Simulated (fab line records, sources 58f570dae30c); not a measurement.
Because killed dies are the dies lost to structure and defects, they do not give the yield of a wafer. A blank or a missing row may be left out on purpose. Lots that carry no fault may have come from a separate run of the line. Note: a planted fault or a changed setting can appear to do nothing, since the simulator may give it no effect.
fab line records || flow berkeley-cmos170
[record] {"lots": 13, "wafers": 39, "last-day": 13}
route steps=331 shown V2@299
lots with no fault: from the same line, run without faults
start-h: start of the lot's first displayed wafer, in hours after the record's first day || wait-h: hours from the lot's prior step to this one || " unchanged from the row above || L1.1+2: a single row standing in for several wafers || - value missing, or start not given || * or withheld: withheld || < > ~ a bound
route shown NAME@n: a module of which the file shows steps, and the number in the route of the first || usual: the fault-free wafers' mean and standard deviation || same: alike in all rows || chamber/n: place in a boat || sites: per-site readings || _std_site: standard deviation of those values || _edge_site: mean of outer sites minus mean of inner sites || radius-mm: how far each site lies from the wafer's centre || mask NAME#n: copy n || behind: the tool/chamber that last shaped the wafer || hold: cause of the lot's hold/its duration in hours/its outcome || device: whichever transistor did not switch (one of n, p or np) || end of line: the route-end tests of the same wafers || step lacking rows: just its recipe || killed: dies that structure and defects cost at the first sort, which is not the same as the wafer's yield || map: the dies of a wafer, with x for killed, . for not killed, _ for no die there
set.NAME: the run value of the setting; set.NAME@STEP: its run value at that earlier step || model.NAME: the simulator's own value behind a step, which no gauge read
steps of the route over a sample of lots; a table a step, a row a wafer
services: from which hour (start-h, from the record's first day; less than 0 if before it) a tool's chamber was out of use, for how many hours, and why
[[steps]]
[step UCB170_V2_COAT_07]
[recipe] {"resist": "KrF", "spin-rpm": 1500, "resist-thk-nm": 900}
[usual] {"chill-plate-temp-C": "22.99/0.09", "spin-speed-rpm": "1500.0/1"}
{"lot.wafer": "L522.1", "tool": "litho-track-02", "chamber": 0, "start-h": 194.79, "wait-h": 0.1, "chill-plate-temp-C": 22.91, "spin-speed-rpm": 1501.0}
{"lot.wafer": "L522.2", "tool": "litho-track-02", "chamber": 0, "start-h": 194.79, "wait-h": 0.1, "chill-plate-temp-C": 23.06, "spin-speed-rpm": 1500.5}
{"lot.wafer": "L522.5", "tool": "litho-track-02", "chamber": 0, "start-h": 194.79, "wait-h": 0.1, "chill-plate-temp-C": 23.14, "spin-speed-rpm": 1500.5}
{"lot.wafer": "L521.2", "tool": "litho-track-02", "chamber": 0, "start-h": 200.13, "wait-h": 0.1, "chill-plate-temp-C": 22.96, "spin-speed-rpm": 1500.3}
{"lot.wafer": "L521.5", "tool": "litho-track-02", "chamber": 0, "start-h": 200.13, "wait-h": 0.1, "chill-plate-temp-C": 23.01, "spin-speed-rpm": 1500.9}
{"lot.wafer": "L521.6", "tool": "litho-track-02", "chamber": 0, "start-h": 200.13, "wait-h": 0.1, "chill-plate-temp-C": 22.98, "spin-speed-rpm": 1498.6}
{"lot.wafer": "L523.1", "tool": "litho-track-03", "chamber": 0, "start-h": 205.77, "wait-h": 0.1, "chill-plate-temp-C": 23.07, "spin-speed-rpm": 1499.8}
{"lot.wafer": "L523.2", "tool": "litho-track-03", "chamber": 0, "start-h": 205.77, "wait-h": 0.1, "chill-plate-temp-C": 22.91, "spin-speed-rpm": 1498.4}
{"lot.wafer": "L523.4", "tool": "litho-track-03", "chamber": 0, "start-h": 205.77, "wait-h": 0.1, "chill-plate-temp-C": 22.97, "spin-speed-rpm": 1500.0}
{"lot.wafer": "L524.1", "tool": "litho-track-01", "chamber": 0, "start-h": 206.94, "wait-h": 0.1, "chill-plate-temp-C": 23.15, "spin-speed-rpm": 1500.6}
{"lot.wafer": "L524.2", "tool": "litho-track-01", "chamber": 0, "start-h": 206.94, "wait-h": 0.1, "chill-plate-temp-C": 22.98, "spin-speed-rpm": 1499.1}
{"lot.wafer": "L524.4", "tool": "litho-track-01", "chamber": 0, "start-h": 206.94, "wait-h": 0.1, "chill-plate-temp-C": 23.09, "spin-speed-rpm": 1498.6}
{"lot.wafer": "L526.1", "tool": "litho-track-02", "chamber": 0, "start-h": 219.51, "wait-h": 0.1, "chill-plate-temp-C": 23.10, "spin-speed-rpm": 1500.7}
{"lot.wafer": "L526.4", "tool": "litho-track-02", "chamber": 0, "start-h": 219.51, "wait-h": 0.1, "chill-plate-temp-C": 22.93, "spin-speed-rpm": 1500.6}
{"lot.wafer": "L526.6", "tool": "litho-track-02", "chamber": 0, "start-h": 219.51, "wait-h": 0.1, "chill-plate-temp-C": 22.94, "spin-speed-rpm": 1499.4}
{"lot.wafer": "L525.3", "tool": "litho-track-02", "chamber": 0, "start-h": 220.73, "wait-h": 0.1, "chill-plate-temp-C": 22.88, "spin-speed-rpm": 1501.3}
{"lot.wafer": "L525.4", "tool": "litho-track-02", "chamber": 0, "start-h": 220.73, "wait-h": 0.1, "chill-plate-temp-C": 22.94, "spin-speed-rpm": 1500.9}
{"lot.wafer": "L525.5", "tool": "litho-track-02", "chamber": 0, "start-h": 220.73, "wait-h": 0.1, "chill-plate-temp-C": 23.11, "spin-speed-rpm": 1501.9}
{"lot.wafer": "L527.1", "tool": "litho-track-01", "chamber": 0, "start-h": 223.12, "wait-h": 0.1, "chill-plate-temp-C": 22.88, "spin-speed-rpm": 1501.7}
{"lot.wafer": "L527.3", "tool": "litho-track-01", "chamber": 0, "start-h": 223.12, "wait-h": 0.1, "chill-plate-temp-C": 22.85, "spin-speed-rpm": 1499.8}
{"lot.wafer": "L527.4", "tool": "litho-track-01", "chamber": 0, "start-h": 223.12, "wait-h": 0.1, "chill-plate-temp-C": 23.00, "spin-speed-rpm": 1501.3}
{"lot.wafer": "L528.2", "tool": "litho-track-01", "chamber": 0, "start-h": 228.29, "wait-h": 0.1, "chill-plate-temp-C": 22.87, "spin-speed-rpm": 1500.8}
{"lot.wafer": "L528.4", "tool": "litho-track-01", "chamber": 0, "start-h": 228.29, "wait-h": 0.1, "chill-plate-temp-C": 22.91, "spin-speed-rpm": 1499.8}
{"lot.wafer": "L528.6", "tool": "litho-track-01", "chamber": 0, "start-h": 228.29, "wait-h": 0.1, "chill-plate-temp-C": 22.89, "spin-speed-rpm": 1499.2}
{"lot.wafer": "L530.2", "tool": "litho-track-03", "chamber": 0, "start-h": 231.25, "wait-h": 0.1, "chill-plate-temp-C": 23.02, "spin-speed-rpm": 1499.4}
{"lot.wafer": "L530.3", "tool": "litho-track-03", "chamber": 0, "start-h": 231.25, "wait-h": 0.1, "chill-plate-temp-C": 23.05, "spin-speed-rpm": 1499.6}
{"lot.wafer": "L530.5", "tool": "litho-track-03", "chamber": 0, "start-h": 231.25, "wait-h": 0.1, "chill-plate-temp-C": 22.99, "spin-speed-rpm": 1499.8}
{"lot.wafer": "L536.3", "tool": "litho-track-02", "chamber": 0, "start-h": 272.59, "wait-h": 0.1, "chill-plate-temp-C": 22.98, "spin-speed-rpm": 1500.4}
{"lot.wafer": "L536.4", "tool": "litho-track-02", "chamber": 0, "start-h": 272.59, "wait-h": 0.1, "chill-plate-temp-C": 22.99, "spin-speed-rpm": 1499.1}
{"lot.wafer": "L536.6", "tool": "litho-track-02", "chamber": 0, "start-h": 272.59, "wait-h": 0.1, "chill-plate-temp-C": 23.11, "spin-speed-rpm": 1499.1}
{"lot.wafer": "L538.1", "tool": "litho-track-01", "chamber": 0, "start-h": 282.33, "wait-h": 0.1, "chill-plate-temp-C": 23.09, "spin-speed-rpm": 1502.0}
{"lot.wafer": "L538.2", "tool": "litho-track-01", "chamber": 0, "start-h": 282.33, "wait-h": 0.1, "chill-plate-temp-C": 23.10, "spin-speed-rpm": 1498.7}
{"lot.wafer": "L538.5", "tool": "litho-track-01", "chamber": 0, "start-h": 282.33, "wait-h": 0.1, "chill-plate-temp-C": 22.96, "spin-speed-rpm": 1499.7}
{"lot.wafer": "L541.1", "tool": "litho-track-03", "chamber": 0, "start-h": 285.44, "wait-h": 0.1, "chill-plate-temp-C": 22.78, "spin-speed-rpm": 1500.6}
{"lot.wafer": "L541.4", "tool": "litho-track-03", "chamber": 0, "start-h": 285.44, "wait-h": 0.1, "chill-plate-temp-C": 23.04, "spin-speed-rpm": 1501.0}
{"lot.wafer": "L541.5", "tool": "litho-track-03", "chamber": 0, "start-h": 285.44, "wait-h": 0.1, "chill-plate-temp-C": 22.87, "spin-speed-rpm": 1500.3}
{"lot.wafer": "L543.3", "tool": "litho-track-03", "chamber": 0, "start-h": 316.77, "wait-h": 0.1, "chill-plate-temp-C": 22.91, "spin-speed-rpm": 1501.2}
{"lot.wafer": "L543.4", "tool": "litho-track-03", "chamber": 0, "start-h": 316.77, "wait-h": 0.1, "chill-plate-temp-C": 23.00, "spin-speed-rpm": 1500.5}
{"lot.wafer": "L543.5", "tool": "litho-track-03", "chamber": 0, "start-h": 316.77, "wait-h": 0.1, "chill-plate-temp-C": 23.00, "spin-speed-rpm": 1499.8}
[step UCB170_V2_STRIP_15]
[recipe] {"chemistry": "O2", "power-w": 400, "pressure-mtorr": 3500, "platen-temp-c": "withheld", "o2-flow-sccm": 400, "overash-fraction": 0.5}
[usual] {"drypump-motor-current-A": "5.6/0.51", "oes-product-au": "0.722/0.0041", "strip-time-to-endpoint-s": "15.32/0.1"}
{"lot.wafer": "L522.1", "tool": "plasma-asher-01", "chamber": 0, "start-h": 195.82, "wait-h": 0.1, "drypump-motor-current-A": 5.2, "oes-product-au": 0.720, "rf-hours-counter-h": 43, "strip-time-to-endpoint-s": 15.19}
{"lot.wafer": "L522.2", "tool": "plasma-asher-01", "chamber": 1, "start-h": 195.82, "wait-h": 0.1, "drypump-motor-current-A": 4.8, "oes-product-au": 0.725, "rf-hours-counter-h": 43, "strip-time-to-endpoint-s": 15.41}
{"lot.wafer": "L522.5", "tool": "plasma-asher-01", "chamber": 0, "start-h": 195.82, "wait-h": 0.1, "drypump-motor-current-A": 5.2, "oes-product-au": 0.724, "rf-hours-counter-h": "-", "strip-time-to-endpoint-s": 15.20}
{"lot.wafer": "L521.2", "tool": "plasma-asher-03", "chamber": 1, "start-h": 201.93, "wait-h": 0.1, "drypump-motor-current-A": 6.4, "oes-product-au": 0.715, "rf-hours-counter-h": 42, "strip-time-to-endpoint-s": 15.28}
{"lot.wafer": "L521.5", "tool": "plasma-asher-03", "chamber": 1, "start-h": 201.93, "wait-h": 0.1, "drypump-motor-current-A": 6.4, "oes-product-au": 0.721, "rf-hours-counter-h": "-", "strip-time-to-endpoint-s": 15.21}
{"lot.wafer": "L521.6", "tool": "plasma-asher-03", "chamber": 0, "start-h": 201.93, "wait-h": 0.1, "drypump-motor-current-A": 5.7, "oes-product-au": 0.718, "rf-hours-counter-h": "-", "strip-time-to-endpoint-s": 15.03}
{"lot.wafer": "L523.1", "tool": "plasma-asher-03", "chamber": 1, "start-h": 206.79, "wait-h": 0.1, "drypump-motor-current-A": 6.4, "oes-product-au": 0.718, "rf-hours-counter-h": 42, "strip-time-to-endpoint-s": 15.42}
{"lot.wafer": "L523.2", "tool": "plasma-asher-03", "chamber": 0, "start-h": 206.79, "wait-h": 0.1, "drypump-motor-current-A": 5.7, "oes-product-au": 0.718, "rf-hours-counter-h": 42, "strip-time-to-endpoint-s": 15.34}
{"lot.wafer": "L523.4", "tool": "plasma-asher-03", "chamber": 0, "start-h": 206.79, "wait-h": 0.1, "drypump-motor-current-A": 5.7, "oes-product-au": 0.717, "rf-hours-counter-h": "-", "strip-time-to-endpoint-s": 15.33}
{"lot.wafer": "L524.1", "tool": "plasma-asher-01", "chamber": 1, "start-h": 208.09, "wait-h": 0.1, "drypump-motor-current-A": 4.8, "oes-product-au": 0.722, "rf-hours-counter-h": 45, "strip-time-to-endpoint-s": 15.35}
{"lot.wafer": "L524.2", "tool": "plasma-asher-01", "chamber": 0, "start-h": 208.09, "wait-h": 0.1, "drypump-motor-current-A": 5.2, "oes-product-au": 0.722, "rf-hours-counter-h": 45, "strip-time-to-endpoint-s": 15.38}
{"lot.wafer": "L524.4", "tool": "plasma-asher-01", "chamber": 1, "start-h": 208.09, "wait-h": 0.1, "drypump-motor-current-A": 4.8, "oes-product-au": 0.727, "rf-hours-counter-h": "-", "strip-time-to-endpoint-s": 15.24}
{"lot.wafer": "L526.1", "tool": "plasma-asher-01", "chamber": 1, "start-h": 220.87, "wait-h": 0.1, "drypump-motor-current-A": 4.8, "oes-product-au": 0.723, "rf-hours-counter-h": 46, "strip-time-to-endpoint-s": 15.51}
{"lot.wafer": "L526.4", "tool": "plasma-asher-01", "chamber": 0, "start-h": 220.87, "wait-h": 0.1, "drypump-motor-current-A": 5.2, "oes-product-au": 0.717, "rf-hours-counter-h": "-", "strip-time-to-endpoint-s": 15.41}
{"lot.wafer": "L526.6", "tool": "plasma-asher-01", "chamber": 1, "start-h": 220.87, "wait-h": 0.1, "drypump-motor-current-A": 4.8, "oes-product-au": 0.717, "rf-hours-counter-h": "-", "strip-time-to-endpoint-s": 15.36}
{"lot.wafer": "L525.3", "tool": "plasma-asher-04", "chamber": 0, "start-h": 222.44, "wait-h": 0.1, "drypump-motor-current-A": 6.0, "oes-product-au": 0.724, "rf-hours-counter-h": "-", "strip-time-to-endpoint-s": 15.28}
{"lot.wafer": "L525.4", "tool": "plasma-asher-04", "chamber": 1, "start-h": 222.44, "wait-h": 0.1, "drypump-motor-current-A": 5.3, "oes-product-au": 0.727, "rf-hours-counter-h": "-", "strip-time-to-endpoint-s": 15.33}
{"lot.wafer": "L525.5", "tool": "plasma-asher-04", "chamber": 1, "start-h": 222.44, "wait-h": 0.1, "drypump-motor-current-A": 5.3, "oes-product-au": 0.726, "rf-hours-counter-h": "-", "strip-time-to-endpoint-s": 15.24}
{"lot.wafer": "L527.1", "tool": "plasma-asher-04", "chamber": 0, "start-h": 225.26, "wait-h": 0.1, "drypump-motor-current-A": 6.0, "oes-product-au": 0.723, "rf-hours-counter-h": 11, "strip-time-to-endpoint-s": 15.41}
{"lot.wafer": "L527.3", "tool": "plasma-asher-04", "chamber": 0, "start-h": 225.26, "wait-h": 0.1, "drypump-motor-current-A": 6.0, "oes-product-au": 0.728, "rf-hours-counter-h": "-", "strip-time-to-endpoint-s": 15.25}
{"lot.wafer": "L527.4", "tool": "plasma-asher-04", "chamber": 1, "start-h": 225.26, "wait-h": 0.1, "drypump-motor-current-A": 5.3, "oes-product-au": 0.719, "rf-hours-counter-h": "-", "strip-time-to-endpoint-s": 15.38}
{"lot.wafer": "L528.2", "tool": "plasma-asher-04", "chamber": 1, "start-h": 229.48, "wait-h": 0.1, "drypump-motor-current-A": 5.3, "oes-product-au": 0.725, "rf-hours-counter-h": 12, "strip-time-to-endpoint-s": 15.32}
{"lot.wafer": "L528.4", "tool": "plasma-asher-04", "chamber": 0, "start-h": 229.48, "wait-h": 0.1, "drypump-motor-current-A": 6.0, "oes-product-au": 0.718, "rf-hours-counter-h": "-", "strip-time-to-endpoint-s": 15.41}
{"lot.wafer": "L528.6", "tool": "plasma-asher-04", "chamber": 0, "start-h": 229.48, "wait-h": 0.1, "drypump-motor-current-A": 6.0, "oes-product-au": 0.725, "rf-hours-counter-h": "-", "strip-time-to-endpoint-s": 15.35}
{"lot.wafer": "L530.2", "tool": "plasma-asher-03", "chamber": 0, "start-h": 232.57, "wait-h": 0.1, "drypump-motor-current-A": 5.7, "oes-product-au": 0.723, "rf-hours-counter-h": 46, "strip-time-to-endpoint-s": 15.38}
{"lot.wafer": "L530.3", "tool": "plasma-asher-03", "chamber": 1, "start-h": 232.57, "wait-h": 0.1, "drypump-motor-current-A": 6.4, "oes-product-au": 0.722, "rf-hours-counter-h": "-", "strip-time-to-endpoint-s": 15.29}
{"lot.wafer": "L530.5", "tool": "plasma-asher-03", "chamber": 0, "start-h": 232.57, "wait-h": 0.1, "drypump-motor-current-A": 5.7, "oes-product-au": 0.720, "rf-hours-counter-h": "-", "strip-time-to-endpoint-s": 15.43}
{"lot.wafer": "L536.3", "tool": "plasma-asher-03", "chamber": 1, "start-h": 273.73, "wait-h": 0.1, "drypump-motor-current-A": 6.4, "oes-product-au": 0.722, "rf-hours-counter-h": "-", "strip-time-to-endpoint-s": 15.41}
{"lot.wafer": "L536.4", "tool": "plasma-asher-03", "chamber": 0, "start-h": 273.73, "wait-h": 0.1, "drypump-motor-current-A": 5.7, "oes-product-au": 0.727, "rf-hours-counter-h": "-", "strip-time-to-endpoint-s": 15.43}
{"lot.wafer": "L536.6", "tool": "plasma-asher-03", "chamber": 1, "start-h": 273.73, "wait-h": 0.1, "drypump-motor-current-A": 6.4, "oes-product-au": 0.716, "rf-hours-counter-h": "-", "strip-time-to-endpoint-s": 15.48}
{"lot.wafer": "L538.1", "tool": "plasma-asher-01", "chamber": 1, "start-h": 283.46, "wait-h": 0.1, "drypump-motor-current-A": 4.8, "oes-product-au": 0.731, "rf-hours-counter-h": 53, "strip-time-to-endpoint-s": 15.74}
{"lot.wafer": "L538.2", "tool": "plasma-asher-01", "chamber": 0, "start-h": 283.46, "wait-h": 0.1, "drypump-motor-current-A": 5.2, "oes-product-au": 0.725, "rf-hours-counter-h": 53, "strip-time-to-endpoint-s": 15.54}
{"lot.wafer": "L538.5", "tool": "plasma-asher-01", "chamber": 1, "start-h": 283.46, "wait-h": 0.1, "drypump-motor-current-A": 4.8, "oes-product-au": 0.717, "rf-hours-counter-h": "-", "strip-time-to-endpoint-s": 15.75}
{"lot.wafer": "L541.1", "tool": "plasma-asher-04", "chamber": 0, "start-h": 286.59, "wait-h": 0.1, "drypump-motor-current-A": 6.0, "oes-product-au": 0.721, "rf-hours-counter-h": 19, "strip-time-to-endpoint-s": 15.23}
{"lot.wafer": "L541.4", "tool": "plasma-asher-04", "chamber": 1, "start-h": 286.59, "wait-h": 0.1, "drypump-motor-current-A": 5.3, "oes-product-au": 0.721, "rf-hours-counter-h": "-", "strip-time-to-endpoint-s": 15.52}
{"lot.wafer": "L541.5", "tool": "plasma-asher-04", "chamber": 1, "start-h": 286.59, "wait-h": 0.1, "drypump-motor-current-A": 5.3, "oes-product-au": 0.729, "rf-hours-counter-h": "-", "strip-time-to-endpoint-s": 15.46}
{"lot.wafer": "L543.3", "tool": "plasma-asher-04", "chamber": 0, "start-h": 318.24, "wait-h": 0.1, "drypump-motor-current-A": 6.0, "oes-product-au": 0.725, "rf-hours-counter-h": "-", "strip-time-to-endpoint-s": 15.24}
{"lot.wafer": "L543.4", "tool": "plasma-asher-04", "chamber": 1, "start-h": 318.24, "wait-h": 0.1, "drypump-motor-current-A": 5.3, "oes-product-au": 0.728, "rf-hours-counter-h": "-", "strip-time-to-endpoint-s": 15.32}
{"lot.wafer": "L543.5", "tool": "plasma-asher-04", "chamber": 0, "start-h": 318.24, "wait-h": 0.1, "drypump-motor-current-A": 6.0, "oes-product-au": 0.721, "rf-hours-counter-h": "-", "strip-time-to-endpoint-s": 15.21}
[[services]]
{"tool": "plasma-asher-03", "chamber": "-", "start-h": 178.34, "hours": 4.8, "kind": "repair"}
{"tool": "plasma-asher-03", "chamber": "-", "start-h": 205.17, "hours": 0.7, "kind": "repair"}
{"tool": "plasma-asher-03", "chamber": "-", "start-h": 250.54, "hours": 4.3, "kind": "repair"}
{"tool": "plasma-asher-03", "chamber": "-", "start-h": 258.00, "hours": 1.0, "kind": "repair"}
{"tool": "plasma-asher-03", "chamber": "-", "start-h": 280.29, "hours": 16.9, "kind": "pm"}
{"tool": "litho-track-03", "chamber": "-", "start-h": 286.65, "hours": "-", "kind": "consumable-replace:filter"}
{"tool": "plasma-asher-03", "chamber": "-", "start-h": 307.85, "hours": 1.2, "kind": "repair"}
{"tool": "plasma-asher-03", "chamber": "-", "start-h": 308.18, "hours": 2.3, "kind": "repair"}
[[key]]
[first-sign] {"step": "UCB170_V2_STRIP_15", "reading": "strip-time-to-endpoint-s", "direction": "up", "sigmas": 3.5, "usual": "*", "struck": "*"}
effect none on later readings
met-at UCB170_V2_COAT_07
struck-lots L538
onset-between 228.29 282.33
also-fits UCB170_V2_STRIP_15:plasma-asher-01
[fault] {"kind": "process-parameter-drift", "tool": "litho-track-01", "chamber": "-", "onset-h": 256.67, "steps": "UCB170_V2_COAT_07", "channel": "resist-thk-nm", "offset": "*", "shape": "step", "end-h": 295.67, "acts-in": "*", "stated": "*"}
